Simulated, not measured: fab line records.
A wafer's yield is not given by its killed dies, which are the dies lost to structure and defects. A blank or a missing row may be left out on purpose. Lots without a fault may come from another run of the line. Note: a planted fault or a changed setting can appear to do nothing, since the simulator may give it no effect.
Which tool did it? || flow berkeley-cmos170 || 7 lots with 21 wafers sampled at 3 steps, on a route of 331 steps

== WHAT THE GAUGES SHOWED, per wafer ==
UCB170_M2_RS_MEAS_02: measurement is done with a four-point probe.
{"lot": "L593", "measured": "day 9 01:51", "on": "film-metro-02", "M2_AL_RS (ohm/sq)": "0.0319 0.0321 0.0320"}
{"lot": "L595", "measured": "day 9 01:37", "on": "film-metro-02", "M2_AL_RS (ohm/sq)": "0.0329 0.0328 0.0329"}
{"lot": "L597", "measured": "day 9 03:09", "on": "film-metro-03", "M2_AL_RS (ohm/sq)": "0.0323 0.0326 0.0320"}
{"lot": "L599", "measured": "day 10 01:49", "on": "film-metro-02", "M2_AL_RS (ohm/sq)": "0.0318 0.0318 0.0318"}
{"lot": "L606", "measured": "day 11 07:14", "on": "film-metro-03", "M2_AL_RS (ohm/sq)": "0.1136 0.1200 0.1157"}
{"lot": "L611", "measured": "day 12 10:22", "on": "film-metro-03", "M2_AL_RS (ohm/sq)": "0.0321 0.0322 0.0321"}
{"lot": "L614", "measured": "day 12 18:52", "on": "film-metro-02", "M2_AL_RS (ohm/sq)": "0.0321 0.0320 0.0318"}

== TOOL THAT RAN EACH LOT (tool first, then ch and the chambers of the sampled wafers, then the start) ==
{"lot": "L593", "UCB170_ACTIVE_ETCH_15": "rie-diel-02 ch 0,1, day 5 02:02", "UCB170_M2_SPUTTER_01": "pvd-sputter-04, day 9 01:46"}
{"lot": "L595", "UCB170_ACTIVE_ETCH_15": "rie-diel-04 ch 0,1, day 5 06:40", "UCB170_M2_SPUTTER_01": "pvd-sputter-01, day 9 01:29"}
{"lot": "L597", "UCB170_ACTIVE_ETCH_15": "rie-diel-02 ch 0,1,2, day 5 18:47", "UCB170_M2_SPUTTER_01": "pvd-sputter-02, day 9 03:04"}
{"lot": "L599", "UCB170_ACTIVE_ETCH_15": "rie-diel-01 ch 0,3, day 6 04:16", "UCB170_M2_SPUTTER_01": "pvd-sputter-04, day 10 01:43"}
{"lot": "L606", "UCB170_ACTIVE_ETCH_15": "rie-diel-04 ch 0,2,3, day 7 19:17", "UCB170_M2_SPUTTER_01": "pvd-sputter-04, day 11 07:09"}
{"lot": "L611", "UCB170_ACTIVE_ETCH_15": "rie-diel-02 ch 0,1,2, day 8 23:31", "UCB170_M2_SPUTTER_01": "pvd-sputter-02, day 12 10:16"}
{"lot": "L614", "UCB170_ACTIVE_ETCH_15": "rie-diel-04 ch 1,3, day 9 09:08", "UCB170_M2_SPUTTER_01": "pvd-sputter-01, day 12 18:46"}
- UCB170_ACTIVE_ETCH_15: etches Si3N4 in CH3F/Ar/O2, stops on SiO2, target depth 242 nm, time 151 s.
- UCB170_M2_SPUTTER_01: material Al, target thk 900 nm, time 120 s.

== THE ANSWER, worked out from the rows above alone ==
Rule: the usual values come from the lots themselves. Put in order of their means at a reading, lots are off if they are a third of the lots or fewer, leave a main group of 4 or more, and stand apart from it by a gap of 3 or more times the standard deviation of the main group's means; of several such gaps the widest counts. A main group whose means are all the same, to the digits that the tables above print for the reading, isn't used. Also off: a lot with no number at a reading for which 4 or more lots have one. The other lots that the step has rows for count as sound.
Off: L606, seen at UCB170_M2_RS_MEAS_02 (M2_AL_RS). Main group: mean 0.0322 ohm/sq, sd 0.00034.
A tool fits if, at a process step before that reading, it ran every lot that is off, and no sound lot after the first of them. Gauges at UCB170_M2_RS_MEAS_02: tried the same way as those tools. One candidate fits, namely pvd-sputter-04 at UCB170_M2_SPUTTER_01. A fault onset in the window from L599 (day 10 01:43, its last sound lot) to L606 (day 11 07:09, its first lot off) fits.

== WHAT THE SIMULATOR HAD PUT IN ==
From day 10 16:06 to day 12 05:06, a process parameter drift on pvd-sputter-04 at UCB170_M2_SPUTTER_01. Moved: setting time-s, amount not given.
Struck lots among those shown: L606. The rule above reached the same finding.
